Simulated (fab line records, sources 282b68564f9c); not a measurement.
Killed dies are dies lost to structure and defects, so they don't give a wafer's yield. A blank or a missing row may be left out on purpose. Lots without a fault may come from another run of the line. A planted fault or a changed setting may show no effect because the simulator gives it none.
One fault seen from 2 desks | flow rit_cmos | each desk has only its own numbers; what lay behind them comes last

THE METROLOGY DESK
What the gauges read, lot by lot, whatever tool the lot ran on: means of the sampled wafers that have a number. A lot is out of limits, marked OUT, if its mean lies more than 4 standard deviations from the usual mean; the brackets give that distance.
Columns: A = GATE_OVL at RIT_GATE_OVL_MEAS_17, usual 0.9 nm
lot  | first seen here | A
L163 | day 2 15:38     | 1.8
L164 | day 2 18:20     | 2.4
L166 | day 3 07:44     | 0.2
L168 | day 3 20:20     | 1.0
L169 | day 3 23:50     | 0.4
L170 | day 4 01:11     | 2.0
L171 | day 4 08:31     | 0.2
L172 | day 4 15:42     | 3.3
L179 | day 6 03:47     | -1.4
L180 | day 6 08:49     | 1.0
L181 | day 6 17:19     | 1.6
L182 | day 6 21:05     | 1.5
L184 | day 6 23:58     | 1.6
L186 | day 7 12:19     | 1.0
This desk's finding: nothing out of limits on any of the 14 lots.

THE TOOL OWNER'S DESK: litho_track-02
The tool's own readings at RIT_PSD_SOFTBAKE_02 (time 60 s): means of the sampled wafers that have a number, for each lot that ran on this tool. A lot is out of limits, marked OUT, if its mean lies more than 4 standard deviations from the usual mean; the brackets give that distance.
Columns: A = heater_power_total_W at RIT_PSD_SOFTBAKE_02, usual 34.57 W; B = plate_temp_C at RIT_PSD_SOFTBAKE_02, usual 89.99 C
lot  | first seen here | A               | B
L163 | day 3 02:46     | 34.55           | 89.88
L164 | day 3 05:22     | 34.49           | 89.94
L168 | day 4 07:57     | 34.59           | 90.07
L170 | day 4 13:16     | 34.61           | 89.91
L171 | day 4 21:07     | 34.63           | 89.99
L172 | day 5 03:02     | 34.57           | 90.06
L179 | day 6 15:01     | 36.99 (+53) OUT | 94.55 (+35) OUT
L181 | day 7 04:37     | 37.01 (+53) OUT | 94.39 (+34) OUT
This desk's finding: out of limits on L179, L181; first on L179, day 6 15:01 (heater_power_total_W at RIT_PSD_SOFTBAKE_02). In limits: L163, L164, L168, L170, L171, L172.

PUT TOGETHER
The tool owner's desk could have raised an alarm at day 6 15:01, on L179, L181.
The metrology desk saw nothing out of limits.
The metrology desk has L179, L181 on record, within its limits.
Of the lots named, all ran RIT_PSD_SOFTBAKE_02 on litho_track-02.

WHAT THE SIMULATOR HAD PUT IN
Process parameter drift: litho_track-02, from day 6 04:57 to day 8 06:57, at RIT_PSD_SOFTBAKE_02. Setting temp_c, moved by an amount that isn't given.
Lots struck among those shown: L179, L181.
Hours from the fault's start to each desk's first reading out of limits: the tool owner's desk, 10.
